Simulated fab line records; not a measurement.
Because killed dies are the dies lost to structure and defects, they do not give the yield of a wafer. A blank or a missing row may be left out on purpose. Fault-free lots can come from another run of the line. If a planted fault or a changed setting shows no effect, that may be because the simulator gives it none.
Check of tool commonality || flow rit cmos || 13 lots and 39 wafers in the sample

## REASON IT WAS OPENED
RIT_GATE_THK_MEAS_09, reading GATE_POLY_THK: flagged on 1 of 13 lots. Fault-free wafers read 250.4 nm, with a standard deviation of 2.6.
Rule: flag the lot when none of its wafers has a number, or when each of its wafers that has one lies beyond 4 standard deviations from that mean. All remaining lots are regarded as sound.

{"lot": "L537", "measured": "day 2 13:58", "on": "film metro-01", "GATE_POLY_THK (nm), wafer by wafer": "249.8 249.0 246.6", "flag": ""}
{"lot": "L538", "measured": "day 2 19:59", "on": "film metro-02", "GATE_POLY_THK (nm), wafer by wafer": "246.8 248.3 249.8", "flag": ""}
{"lot": "L539", "measured": "day 2 23:31", "on": "film metro-01", "GATE_POLY_THK (nm), wafer by wafer": "249.8 249.2 251.1", "flag": ""}
{"lot": "L540", "measured": "day 3 03:28", "on": "film metro-01", "GATE_POLY_THK (nm), wafer by wafer": "250.8 251.2 251.7", "flag": ""}
{"lot": "L541", "measured": "day 3 10:59", "on": "film metro-01", "GATE_POLY_THK (nm), wafer by wafer": "251.1 250.3 250.9", "flag": ""}
{"lot": "L542", "measured": "day 3 16:34", "on": "film metro-01", "GATE_POLY_THK (nm), wafer by wafer": "247.7 249.7 247.2", "flag": ""}
{"lot": "L543", "measured": "day 3 18:13", "on": "film metro-02", "GATE_POLY_THK (nm), wafer by wafer": "251.4 247.5 248.5", "flag": ""}
{"lot": "L544", "measured": "day 4 04:32", "on": "film metro-02", "GATE_POLY_THK (nm), wafer by wafer": "251.4 253.0 251.7", "flag": ""}
{"lot": "L545", "measured": "day 4 07:16", "on": "film metro-02", "GATE_POLY_THK (nm), wafer by wafer": "251.4 251.8 252.8", "flag": ""}
{"lot": "L546", "measured": "day 4 15:24", "on": "film metro-01", "GATE_POLY_THK (nm), wafer by wafer": "250.0 247.9 247.2", "flag": ""}
{"lot": "L547", "measured": "day 4 20:47", "on": "film metro-01", "GATE_POLY_THK (nm), wafer by wafer": "247.5 245.1 247.7", "flag": ""}
{"lot": "L555", "measured": "day 6 06:44", "on": "film metro-01", "GATE_POLY_THK (nm), wafer by wafer": "274.7 274.9 277.2", "flag": "FLAGGED"}
{"lot": "L560", "measured": "day 7 11:14", "on": "film metro-02", "GATE_POLY_THK (nm), wafer by wafer": "253.2 254.9 254.1", "flag": ""}
The numbers of the flagged lots are 275.6 nm on average: +25.2 nm against the usual, or +10 standard deviations.

## EACH LOT AND THE TOOL IT RAN ON
2 process steps preceding the reading are held in the record, out of 202 steps in the route. Every cell lists first the tool, next ch and the chambers used by the sampled wafers, and last the start.
{"lot": "L537", "flag": "", "RIT_NRETRO_STRIP_09": "plasma asher-04 ch 0,1, day 2 08:23", "RIT_GATE_CVD_08": "lpcvd-01 ch 1, day 2 12:20"}
{"lot": "L538", "flag": "", "RIT_NRETRO_STRIP_09": "plasma asher-01 ch 0,1, day 2 12:38", "RIT_GATE_CVD_08": "lpcvd-01 ch 1, day 2 18:22"}
{"lot": "L539", "flag": "", "RIT_NRETRO_STRIP_09": "plasma asher-01 ch 0,1, day 2 17:10", "RIT_GATE_CVD_08": "lpcvd-01 ch 0, day 2 21:54"}
{"lot": "L540", "flag": "", "RIT_NRETRO_STRIP_09": "plasma asher-04 ch 0,1, day 2 21:51", "RIT_GATE_CVD_08": "lpcvd-01 ch 1, day 3 01:51"}
{"lot": "L541", "flag": "", "RIT_NRETRO_STRIP_09": "plasma asher-04 ch 0,1, day 3 02:01", "RIT_GATE_CVD_08": "lpcvd-01 ch 1, day 3 09:22"}
{"lot": "L542", "flag": "", "RIT_NRETRO_STRIP_09": "plasma asher-04 ch 0,1, day 3 08:28", "RIT_GATE_CVD_08": "lpcvd-01 ch 0, day 3 14:56"}
{"lot": "L543", "flag": "", "RIT_NRETRO_STRIP_09": "plasma asher-03 ch 0,1, day 3 12:06", "RIT_GATE_CVD_08": "lpcvd-02 ch 0, day 3 16:35"}
{"lot": "L544", "flag": "", "RIT_NRETRO_STRIP_09": "plasma asher-03 ch 0,1, day 3 20:35", "RIT_GATE_CVD_08": "lpcvd-02 ch 1, day 4 02:55"}
{"lot": "L545", "flag": "", "RIT_NRETRO_STRIP_09": "plasma asher-01 ch 0,1, day 4 01:04", "RIT_GATE_CVD_08": "lpcvd-01 ch 0, day 4 05:38"}
{"lot": "L546", "flag": "", "RIT_NRETRO_STRIP_09": "plasma asher-03 ch 0,1, day 4 07:19", "RIT_GATE_CVD_08": "lpcvd-02 ch 1, day 4 13:47"}
{"lot": "L547", "flag": "", "RIT_NRETRO_STRIP_09": "plasma asher-03 ch 0, day 4 11:10", "RIT_GATE_CVD_08": "lpcvd-01 ch 1, day 4 18:21"}
{"lot": "L555", "flag": "FLAGGED", "RIT_NRETRO_STRIP_09": "plasma asher-03 ch 0,1, day 6 01:25", "RIT_GATE_CVD_08": "lpcvd-01 ch 0, day 6 05:07"}
{"lot": "L560", "flag": "", "RIT_NRETRO_STRIP_09": "plasma asher-03 ch 0,1, day 7 02:35", "RIT_GATE_CVD_08": "lpcvd-02 ch 0, day 7 09:37"}
What the steps here do:
- RIT_NRETRO_STRIP_09: strips in O2, time 180 s.
- RIT_GATE_CVD_08: deposits poly-Si from SiH4, target thk 250 nm, time 2220 s.
- RIT_GATE_THK_MEAS_09

## FLAGGED AGAINST TOTAL, ONE TOOL AT A TIME (gauges that did the reading follow at the end)
{"step": "RIT_NRETRO_STRIP_09", "tool": "plasma asher-01", "lots run": 3, "flagged": 0, "share of the flagged lots": "none", "sound lots run after its first flagged lot": "-"}
{"step": "RIT_NRETRO_STRIP_09", "tool": "plasma asher-03", "lots run": 6, "flagged": 1, "share of the flagged lots": "all", "sound lots run after its first flagged lot": "1 (L560)"}
{"step": "RIT_NRETRO_STRIP_09", "tool": "plasma asher-04", "lots run": 4, "flagged": 0, "share of the flagged lots": "none", "sound lots run after its first flagged lot": "-"}
{"step": "RIT_GATE_CVD_08", "tool": "lpcvd-01", "lots run": 9, "flagged": 1, "share of the flagged lots": "all", "sound lots run after its first flagged lot": 0}
{"step": "RIT_GATE_CVD_08", "tool": "lpcvd-02", "lots run": 4, "flagged": 0, "share of the flagged lots": "none", "sound lots run after its first flagged lot": "-"}
{"step": "RIT_GATE_THK_MEAS_09", "tool": "film metro-01", "lots run": 8, "flagged": 1, "share of the flagged lots": "all", "sound lots run after its first flagged lot": 0}
{"step": "RIT_GATE_THK_MEAS_09", "tool": "film metro-02", "lots run": 5, "flagged": 0, "share of the flagged lots": "none", "sound lots run after its first flagged lot": "-"}

## WHAT THE TABLE ALLOWS
Every flagged lot was run by 3 rows of the table: plasma asher-03 at RIT_NRETRO_STRIP_09, lpcvd-01 at RIT_GATE_CVD_08 and film metro-01 at RIT_GATE_THK_MEAS_09.
- plasma asher-03 at RIT_NRETRO_STRIP_09 ran 6 lots, 1 of them flagged. After the first flagged lot (L560), sound lots still ran on it; a lasting fault on the whole tool would not permit that.
- lpcvd-01 at RIT_GATE_CVD_08 ran 9 lots, 1 of them flagged. Last sound lot L547 at day 4 18:21, first flagged lot L555 at day 6 05:07; a fault beginning in between fits.
- film metro-01 at RIT_GATE_THK_MEAS_09 ran 8 lots, 1 of them flagged. Last sound lot L547 at day 4 20:47, first flagged lot L555 at day 6 06:44; a fault beginning in between fits.
A lot count leaves these 2 tools indistinguishable: every one of them fits a fault beginning at some hour. More lots, or a look at what each step does to the wafer, might.

## WHAT THE SIMULATOR PUT IN
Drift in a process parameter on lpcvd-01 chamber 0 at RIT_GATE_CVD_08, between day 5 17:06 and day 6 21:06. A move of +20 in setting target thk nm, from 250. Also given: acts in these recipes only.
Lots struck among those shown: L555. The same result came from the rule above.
